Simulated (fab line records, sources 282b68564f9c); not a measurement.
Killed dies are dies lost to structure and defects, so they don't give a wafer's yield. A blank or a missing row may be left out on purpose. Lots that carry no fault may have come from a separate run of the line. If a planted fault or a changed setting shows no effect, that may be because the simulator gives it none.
Split-lot experiment / flow rit_cmos / 5 lots, 23 wafers read, on a route of 202 steps

ON THE SPLIT
At RIT_SDANNEAL_RTA_03 (time 5 s), the setting time_s was moved away from the recipe's 5 s on 9 of the 23 wafers read, by -4.7% to +6.9%. The other wafers ran this setting at the recipe's value.

No step appears in the file between the split and the reading.

THE READING
PSD_RS (ohm/sq), read at RIT_SDANNEAL_RS_MEAS_04 with a four-point probe. Fault-free wafers of this fab line usually give 116.1 ohm/sq, standard deviation 0.33 ohm/sq.

wafer=L074.1; tool, chamber at the split=rtp_anneal-02, 0; time_s as run, s=5; against the recipe=recipe; PSD_RS, ohm/sq=116.0; against lot-mates on the recipe=-
wafer=L074.3; tool, chamber at the split=rtp_anneal-02, 0; time_s as run, s=5; against the recipe=recipe; PSD_RS, ohm/sq=116.2; against lot-mates on the recipe=-
wafer=L074.5; tool, chamber at the split=rtp_anneal-02, 0; time_s as run, s=5; against the recipe=recipe; PSD_RS, ohm/sq=116.6; against lot-mates on the recipe=-
wafer=L075.1; tool, chamber at the split=rtp_anneal-01, 0; time_s as run, s=4.766; against the recipe=-4.7%; PSD_RS, ohm/sq=117.3; against lot-mates on the recipe=+1.3
wafer=L075.2; tool, chamber at the split=rtp_anneal-01, 0; time_s as run, s=4.766; against the recipe=-4.7%; PSD_RS, ohm/sq=116.9; against lot-mates on the recipe=+0.9
wafer=L075.4; tool, chamber at the split=rtp_anneal-01, 0; time_s as run, s=5; against the recipe=recipe; PSD_RS, ohm/sq=115.8; against lot-mates on the recipe=-
wafer=L075.5; tool, chamber at the split=rtp_anneal-01, 0; time_s as run, s=4.766; against the recipe=-4.7%; PSD_RS, ohm/sq=117.0; against lot-mates on the recipe=+1.0
wafer=L075.6; tool, chamber at the split=rtp_anneal-01, 0; time_s as run, s=5; against the recipe=recipe; PSD_RS, ohm/sq=116.2; against lot-mates on the recipe=-
wafer=L077.1; tool, chamber at the split=rtp_anneal-01, 0; time_s as run, s=5.281; against the recipe=+5.6%; PSD_RS, ohm/sq=115.8; against lot-mates on the recipe=-0.7
wafer=L077.2; tool, chamber at the split=rtp_anneal-01, 0; time_s as run, s=5.281; against the recipe=+5.6%; PSD_RS, ohm/sq=115.9; against lot-mates on the recipe=-0.5
wafer=L077.3; tool, chamber at the split=rtp_anneal-01, 0; time_s as run, s=5.281; against the recipe=+5.6%; PSD_RS, ohm/sq=115.8; against lot-mates on the recipe=-0.7
wafer=L077.4; tool, chamber at the split=rtp_anneal-01, 0; time_s as run, s=5; against the recipe=recipe; PSD_RS, ohm/sq=116.4; against lot-mates on the recipe=-
wafer=L077.5; tool, chamber at the split=rtp_anneal-01, 0; time_s as run, s=5; against the recipe=recipe; PSD_RS, ohm/sq=116.5; against lot-mates on the recipe=-
wafer=L081.1; tool, chamber at the split=rtp_anneal-01, 0; time_s as run, s=5; against the recipe=recipe; PSD_RS, ohm/sq=115.9; against lot-mates on the recipe=-
wafer=L081.2; tool, chamber at the split=rtp_anneal-01, 0; time_s as run, s=5; against the recipe=recipe; PSD_RS, ohm/sq=115.8; against lot-mates on the recipe=-
wafer=L081.3; tool, chamber at the split=rtp_anneal-01, 0; time_s as run, s=5; against the recipe=recipe; PSD_RS, ohm/sq=115.8; against lot-mates on the recipe=-
wafer=L081.5; tool, chamber at the split=rtp_anneal-01, 0; time_s as run, s=5; against the recipe=recipe; PSD_RS, ohm/sq=115.6; against lot-mates on the recipe=-
wafer=L081.6; tool, chamber at the split=rtp_anneal-01, 0; time_s as run, s=5; against the recipe=recipe; PSD_RS, ohm/sq=115.8; against lot-mates on the recipe=-
wafer=L083.1; tool, chamber at the split=rtp_anneal-01, 0; time_s as run, s=5; against the recipe=recipe; PSD_RS, ohm/sq=116.4; against lot-mates on the recipe=-
wafer=L083.2; tool, chamber at the split=rtp_anneal-01, 0; time_s as run, s=5.347; against the recipe=+6.9%; PSD_RS, ohm/sq=115.4; against lot-mates on the recipe=-0.8
wafer=L083.3; tool, chamber at the split=rtp_anneal-01, 0; time_s as run, s=5.347; against the recipe=+6.9%; PSD_RS, ohm/sq=115.1; against lot-mates on the recipe=-1.1
wafer=L083.4; tool, chamber at the split=rtp_anneal-01, 0; time_s as run, s=5.347; against the recipe=+6.9%; PSD_RS, ohm/sq=115.4; against lot-mates on the recipe=-0.8
wafer=L083.5; tool, chamber at the split=rtp_anneal-01, 0; time_s as run, s=5; against the recipe=recipe; PSD_RS, ohm/sq=116.0; against lot-mates on the recipe=-

FIT RESULTS
A straight line over all 23 wafers: PSD_RS changes by -0.121 ohm/sq for each +1% of time_s; r = -0.81; the points scatter about the line by 0.33 ohm/sq.
The same after taking each lot's own level away (the mean of its wafers on the recipe; 23 wafers): -0.152 ohm/sq for each +1%; r = -0.93; scatter 0.21 ohm/sq.
On that fit, the largest move of time_s shifts the reading by 1.1 ohm/sq.
The span of the lots' own levels, 115.78 to 116.45 ohm/sq, comes to 2.0 times the standard deviation stated above.
Thus the slope moves with the lot-to-lot level: the two fits are different.
Check: for one of the wafers moved furthest among these (+6.9%), held out of the fit, the line's prediction against its lot-mates is -0.991 ohm/sq. Against them it came out at -0.8 ohm/sq.

OTHER SPLITS APPLIED TO THESE WAFERS
These wafers also went through other splits before the reading. Each is held against what the fit with the lots' levels taken away leaves over:
other split on the same wafers=RIT_PLDD_HARDBAKE_07 temp_c; wafers away from the commonest value=5; r with PSD_RS (lot level and that fit taken away)=+0.00
other split on the same wafers=RIT_NSD_SOFTBAKE_02 temp_c; wafers away from the commonest value=8; r with PSD_RS (lot level and that fit taken away)=-0.08
other split on the same wafers=RIT_NSD_IMPLANT_08 energy_kev; wafers away from the commonest value=6; r with PSD_RS (lot level and that fit taken away)=-0.10

THE FILE'S OWN FIT
PSD_RS changes by -0.147 ohm/sq for each +1% of time_s, r = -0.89.
